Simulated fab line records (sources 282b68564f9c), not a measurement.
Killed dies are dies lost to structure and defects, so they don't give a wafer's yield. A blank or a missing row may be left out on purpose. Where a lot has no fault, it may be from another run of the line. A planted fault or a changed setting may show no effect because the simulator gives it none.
fab line records -- flow rit_cmos
record: lots: 14, wafers: 42, last_day: 6
route steps=202 shown GATE@89 M1@202
lots that met no fault: from a run of the same line without faults
start_h: the number of hours between the record's first day and the start of the first shown wafer of the lot -- wait_h: how many hours have passed since the lot's step before this one -- " identical to the entry in the row above -- L1.1+2: a single row standing in for several wafers -- - no value, or no start was given -- * or withheld: withheld -- < > ~ a bound
route shown NAME@n: NAME is a module with steps in the file, n the number in the route of the first one -- usual: mean/standard deviation taken from wafers without a fault -- same: alike in all rows -- chamber/n: place in a boat -- sites: per-site readings -- _std_site: standard deviation across them -- _edge_site: inner sites' mean taken away from outer sites' mean -- radius_mm: how far each site lies from the wafer's centre -- mask NAME#n: copy n -- behind: the most recent tool/chamber to have shaped the wafer -- hold: cause of the lot's hold/its duration in hours/its outcome -- device: the n, p or np transistor that did not switch -- end of line: the same wafers' tests at the end of the route -- a step with no rows: only its recipe -- killed: dies lost to structure and defects at the first sort, not the wafer's yield -- map: per-die view of a wafer (x killed, . not killed, _ where there is no die)
set.NAME: the run value of the setting; set.NAME@STEP: its run value at that earlier step -- model.NAME: the simulator's own value behind a step, which no gauge read
steps of the route over a sample of lots; a table a step, a row a wafer
services: the hour from which a tool's chamber was out of use, counted from the record's first day as start_h (under 0 if before that day), plus the number of hours and why
== steps ==
step: RIT_GATE_EXPOSE_13
recipe: mask_id: M6, na: 0.6, source_shape: conventional, sigma_outer: 0.6, target_cd_nm: 150, dose_mj: 380
usual: exposure_dose_mJ_cm2: 380.0/0.4
lot.wafer,tool,chamber,start_h,wait_h,mask,exposure_dose_mJ_cm2
L763.1,iline_stepper-02,0,46.63,0.1,M6#0,380.3
L763.4,iline_stepper-02,0,46.63,0.1,M6#0,379.9
L763.5,iline_stepper-02,0,46.63,0.1,M6#0,380.6
L764.1,iline_stepper-01,0,49.91,0.2,M6#0,380.4
L764.2,iline_stepper-01,0,49.91,0.2,M6#0,379.7
L764.4,iline_stepper-01,0,49.91,0.2,M6#0,380.2
L765.1,iline_stepper-01,0,56.39,0.1,M6#0,379.7
L765.2,iline_stepper-01,0,56.39,0.1,M6#0,379.9
L765.3,iline_stepper-01,0,56.39,0.1,M6#0,379.9
L766.2,iline_stepper-02,0,59.72,0.2,M6#0,379.4
L766.3,iline_stepper-02,0,59.72,0.2,M6#0,379.6
L766.5,iline_stepper-02,0,59.72,0.2,M6#0,379.4
L768.4,iline_stepper-02,0,71.55,0.2,M6#0,379.5
L768.5,iline_stepper-02,0,71.55,0.2,M6#0,379.9
L768.6,iline_stepper-02,0,71.55,0.2,M6#0,379.7
L769.1,iline_stepper-01,0,73.46,0.2,M6#0,379.8
L769.4,iline_stepper-01,0,73.46,0.2,M6#0,379.7
L769.6,iline_stepper-01,0,73.46,0.2,M6#0,379.6
L771.3,iline_stepper-01,0,82.92,0.2,M6#0,380.0
L771.5,iline_stepper-01,0,82.92,0.2,M6#0,380.4
L771.6,iline_stepper-01,0,82.92,0.2,M6#0,380.4
L772.1,iline_stepper-02,0,88.77,0.2,M6#0,379.8
L772.2,iline_stepper-02,0,88.77,0.2,M6#0,380.6
L772.4,iline_stepper-02,0,88.77,0.2,M6#0,380.4
L773.1,iline_stepper-01,0,92.71,0.2,M6#0,380.2
L773.2,iline_stepper-01,0,92.71,0.2,M6#0,380.1
L773.5,iline_stepper-01,0,92.71,0.2,M6#0,380.4
L775.3,iline_stepper-01,0,101.85,0.2,M6#0,380.7
L775.4,iline_stepper-01,0,101.85,0.2,M6#0,380.1
L775.5,iline_stepper-01,0,101.85,0.2,M6#0,379.8
L776.3,iline_stepper-01,0,105.42,0.1,M6#0,379.8
L776.5,iline_stepper-01,0,105.42,0.1,M6#0,379.9
L776.6,iline_stepper-01,0,105.42,0.1,M6#0,380.0
L779.1,iline_stepper-01,0,121.48,0.2,M6#0,370.6
L779.3,iline_stepper-01,0,121.48,0.2,M6#0,370.4
L779.5,iline_stepper-01,0,121.48,0.2,M6#0,370.5
L780.4,iline_stepper-01,0,127.07,0.2,M6#0,363.2
L780.5,iline_stepper-01,0,127.07,0.2,M6#0,363.2
L780.6,iline_stepper-01,0,127.07,0.2,M6#0,363.2
L781.1,iline_stepper-02,0,131.04,0.2,M6#0,380.2
L781.2,iline_stepper-02,0,131.04,0.2,M6#0,379.9
L781.5,iline_stepper-02,0,131.04,0.2,M6#0,380.3
step: RIT_GATE_CD_MEAS_16
recipe: target_cd_nm: 150
usual: cd_nm: 148.7/2.9
lot.wafer,tool,chamber,start_h,wait_h,cd_nm
L763.1,cd_sem-01,-,47.03,-,148.1
L763.4,cd_sem-01,-,47.03,-,144.6
L763.5,cd_sem-01,-,47.03,-,145.2
L764.1,cd_sem-01,-,50.31,-,146.0
L764.2,cd_sem-01,-,50.31,-,146.4
L764.4,cd_sem-01,-,50.31,-,148.5
L765.1,cd_sem-02,-,56.79,-,147.7
L765.2,cd_sem-02,-,56.79,-,147.4
L765.3,cd_sem-02,-,56.79,-,149.4
L766.2,cd_sem-02,-,60.12,-,144.1
L766.3,cd_sem-02,-,60.12,-,141.1
L766.5,cd_sem-02,-,60.12,-,144.2
L768.4,cd_sem-01,-,71.95,-,150.9
L768.5,cd_sem-01,-,71.95,-,150.5
L768.6,cd_sem-01,-,71.95,-,151.5
L769.1,cd_sem-01,-,73.86,-,147.1
L769.4,cd_sem-01,-,73.86,-,148.7
L769.6,cd_sem-01,-,73.86,-,147.1
L771.3,cd_sem-01,-,83.32,-,150.2
L771.5,cd_sem-01,-,83.32,-,152.0
L771.6,cd_sem-01,-,83.32,-,147.8
L772.1,cd_sem-01,-,89.17,-,145.1
L772.2,cd_sem-01,-,89.17,-,145.3
L772.4,cd_sem-01,-,89.17,-,144.7
L773.1,cd_sem-01,-,93.11,-,149.3
L773.2,cd_sem-01,-,93.11,-,147.9
L773.5,cd_sem-01,-,93.11,-,150.7
L775.3,cd_sem-02,-,102.25,-,145.3
L775.4,cd_sem-02,-,102.25,-,147.5
L775.5,cd_sem-02,-,102.25,-,145.5
L776.3,cd_sem-01,-,105.82,-,152.9
L776.5,cd_sem-01,-,105.82,-,148.4
L776.6,cd_sem-01,-,105.82,-,150.0
L779.1,cd_sem-02,-,121.88,-,102.4
L779.3,cd_sem-02,-,121.88,-,94.8
L779.5,cd_sem-02,-,121.88,-,121.8
L780.4,cd_sem-02,-,127.58,-,109.8
L780.5,cd_sem-02,-,127.58,-,82.9
L780.6,cd_sem-02,-,127.58,-,104.2
L781.1,cd_sem-02,-,131.44,-,146.1
L781.2,cd_sem-02,-,131.44,-,143.7
L781.5,cd_sem-02,-,131.44,-,145.0
step: RIT_M1_PROBE_99
usual: killed_at_contacts: 0.0/0.23, killed_at_front_end: 7/3.1, killed_dies: 7/3.1, killed_on_rim: 1.8/1.3, killed_open: 3.3/2, killed_short: 3.5/1.9
same: gross_dies: 264, killed_at_M0_to_M3: 0, killed_at_M4_up: 0, killed_at_back_side: 0, killed_at_other: 0
lot.wafer,tool,chamber,start_h,wait_h,killed_at_contacts,killed_at_front_end,killed_dies,killed_on_rim,killed_open,killed_short
L776.3,prober-01,-,127.58,0.2,0,3,3,0,2,1
L776.6,prober-01,-,127.73,0.2,0,6,6,2,4,2
L779.1,prober-02,-,143.60,0.1,0,264,264,70,5,3
L779.3,prober-02,-,143.70,0.2,0,264,264,70,2,2
L779.5,prober-02,-,143.80,0.2,0,174,174,65,8,6
L780.4,prober-01,-,148.79,0.2,0,264,264,70,4,1
L780.5,prober-01,-,148.84,0.2,2,262,264,70,4,7
L780.6,prober-01,-,148.89,0.2,0,264,264,70,0,6
killed by level:class
L776.3 SPACER:geometric_particle:open=1 FOX2:geometric_particle:open=1 SILICIDE:geometric_particle:short=1
L776.6 GATE:geometric_particle:open=2 FOX1:geometric_particle:short=1 FOX2:geometric_particle:short=1 SPACER:geometric_particle:open=1 STARTING-WAFER:geometric_particle:open=1
L779.1 GATE:area_expose=255 FOX1:geometric_particle:open=4 FOX1:geometric_particle:short=1 FOX2:geometric_particle:short=1 GATE:geometric_particle:open=1 REOX:geometric_particle:short=1 PLDD:coat_microbubble_printed=1
L779.3 GATE:area_expose=260 FOX2:geometric_particle:open=1 GATE:geometric_particle:short=1 GATE:geometric_particle:open=1 SILICIDE:geometric_particle:short=1
L779.5 GATE:area_expose=160 GATE:geometric_particle:open=8 GATE:geometric_particle:short=3 SILICIDE:geometric_particle:short=3
L780.4 GATE:area_expose=259 GATE:geometric_particle:open=2 REOX:geometric_particle:open=1 SILICIDE:geometric_particle:open=1 SILICIDE:geometric_particle:short=1
L780.5 GATE:area_expose=253 REOX:geometric_particle:short=3 SPACER:geometric_particle:open=2 CONTACT:geometric_particle:short=2 GATE:geometric_particle:open=1 REOX:geometric_particle:open=1 SPACER:geometric_particle:short=1 SILICIDE:geometric_particle:short=1
L780.6 GATE:area_expose=258 SPACER:geometric_particle:short=3 SILICIDE:geometric_particle:short=2 REOX:geometric_particle:short=1
== services ==
tool,chamber,start_h,hours,kind
iline_stepper-01,-,24.70,0.9,repair
iline_stepper-01,-,31.11,7.6,repair
iline_stepper-01,-,74.33,4.2,repair
iline_stepper-02,0,97.48,-,calibration
iline_stepper-02,-,101.08,8.2,repair
== key ==
first_sign: step: RIT_GATE_EXPOSE_13, reading: exposure_dose_mJ_cm2, direction: down, sigmas: 33, usual: 380.0, struck: 366.8
effect: step: RIT_GATE_CD_MEAS_16, reading: cd_nm, direction: down, sigmas: 16, usual: 148.7, struck: 102.7, through: control_loop
effect: step: RIT_M1_PROBE_99, reading: killed_dies, direction: up, sigmas: 79, usual: 7, struck: 249
more_kills_born_at: RIT_GATE_EXPOSE_13@iline_stepper-01: 1445
met_at RIT_GATE_EXPOSE_13
struck_lots L779,L780
later_rows_left_out L779.1,L779.3,L779.5,L780.4,L780.5,L780.6
tester_left_out L779,L780
loop_trim: step: RIT_GATE_EXPOSE_13, setting: dose, lots: L779,L780
onset_between 105.42 121.48
fault: kind: process_parameter_drift, tool: iline_stepper-01, chamber: -, onset_h: 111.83, steps: RIT_GATE_EXPOSE_13, channel: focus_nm, offset: 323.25, spread_by_wafer: 0.3, shape: step, end_h: 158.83
tester_left_out: of these lots the tester's yield and bins aren't shown, on N5 and GAA mostly nor the transistor test; their killed dies are dies lost to structure and defects alone, not to doping, threshold or leakage, so they don't give the yield
later_rows_left_out: the simulator's readings of these wafers behind a module that went badly wrong aren't trusted and aren't shown, but for the sort
loop_trim: a control loop set the setting to another value than it would have without faults
